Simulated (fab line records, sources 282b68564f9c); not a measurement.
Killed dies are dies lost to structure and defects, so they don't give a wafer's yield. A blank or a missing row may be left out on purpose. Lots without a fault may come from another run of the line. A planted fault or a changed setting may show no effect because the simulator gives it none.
A struck lot beside a sound one | flow rit_cmos | 15 steps out of a route of 202
Sound: wafers L215.2, L215.3, L215.5. Struck: wafers L220.1, L220.3, L220.6. The cause comes at the end.
At each step with rows: each side's tool, then ch and its chambers, then its first start. Under that, the readings that differ: sound wafers | struck wafers | difference of the means | sigmas: that difference in standard deviations of wafers without a fault.
alike: readings whose means differ by less than 2 such deviations, and words and numbers that are the same on both sides. not compared: withheld readings, readings that some wafer has no value for, bounds like >300 that may hide the same value, and numbers for which the record gives no deviation and whose values overlap.
The two part at a step that has a row with sigmas, a row that says differs or no value, or rows on one side only. Numbers that don't overlap but have no deviation are shown without sigmas and don't part them. A reading that every wafer of one side lacks parts them only if that side has two wafers or more.

first, 1 step without rows for these wafers: RIT_PRETRO_DEVELOP_05 (develop time 68 s).
RIT_PRETRO_OVL_MEAS_06:
  sound on overlay-01, day 4 08:10; struck on overlay-01, day 5 02:48
  alike: PRETRO_OVL
then, 2 steps without rows for these wafers: RIT_PRETRO_HARDBAKE_07 (time 120 s); RIT_PRETRO_IMPLANT_08.
RIT_PRETRO_STRIP_09: strips in O2, time 180 s.
  sound on plasma_asher-02 ch 0,1, day 4 08:35; struck on plasma_asher-01 ch 0, day 5 03:14
  alike: drypump_motor_current_A
  not compared: rf_hours_counter_h
RIT_PRETRO_TW_MEAS_10:
  sound on film_metro-01, day 4 08:47; struck on film_metro-01, day 5 03:25
  alike: PRETRO_TW
then, 5 steps without rows for these wafers: RIT_GATE_WET_ETCH_00 (etches SiO2 in BOE, target depth 56 nm, time 60 s); RIT_GATE_CLEAN_01 (cleans in SC1, time 624.4 s); RIT_GATE_CLEAN_02 (cleans in dHF, time 30 s); RIT_GATE_CLEAN_03 (cleans in SC2, time 600 s); RIT_GATE_CLEAN_04 (cleans in dHF, time 60 s).
RIT_FOX2_THK_MEAS_91:
  sound on film_metro-03, day 4 09:19; struck on film_metro-01, day 5 03:59
  reading                     | sound       | struck      | difference | sigmas
  FIELD_OXIDE_LEFT_2_THK (nm) | 244 238 243 | 249 262 254 | +13        | +2
-- the record jumps here: 5 days lie between the struck wafers' starts before and after (it left off in module FOX2 and takes up again in module GATE, whose first step shown is number 75 of the route) --
RIT_GATE_OXIDATION_05: target thk 3 nm, ox time 270 s.
  sound on furnace-04 ch 0, day 4 10:19; struck on furnace-01 ch 0, day 10 04:03
  alike: tube_center_temp_C
then, 1 step without rows for these wafers: RIT_GATE_ANNEAL_06 (time 600 s).
RIT_M1_PROBE_99:
  sound on prober-02, day 5 11:26; struck on prober-01, day 11 06:50
  reading                             | sound             | struck            | difference | sigmas
  model.etest.nmos_0p15.gate_bv_v (V) | 4.849 4.922 4.852 | 4.456 4.529 4.464 | -0.391     |
  model.etest.pmos_0p15.gate_bv_v (V) | 4.731 4.832 4.774 | 4.386 4.409 4.356 | -0.395     |
  model.etest.pmos_0p15.bv_v (V)      | 5.654 5.722 5.664 | 5.432 5.447 5.405 | -0.252     |
  model.etest.pmos_0p3.bv_v (V)       | 5.653 5.722 5.663 | 5.432 5.447 5.405 | -0.251     |
  model.etest.nmos_0p3.bv_v (V)       | 5.488 5.486 5.492 | 5.319 5.371 5.333 | -0.148     |
  model.etest.nmos_0p15.bv_v (V)      | 5.488 5.486 5.492 | 5.319 5.371 5.333 | -0.148     |
  alike: killed_at_M0_to_M3, killed_at_contacts, killed_at_front_end, killed_dies, killed_on_rim, killed_open, killed_short

WHERE THEY PART
Only at RIT_FOX2_THK_MEAS_91, within this record. Later steps at which nothing parts them and some readings are alike: RIT_GATE_OXIDATION_05, RIT_M1_PROBE_99.

WHY: what the simulator had put in
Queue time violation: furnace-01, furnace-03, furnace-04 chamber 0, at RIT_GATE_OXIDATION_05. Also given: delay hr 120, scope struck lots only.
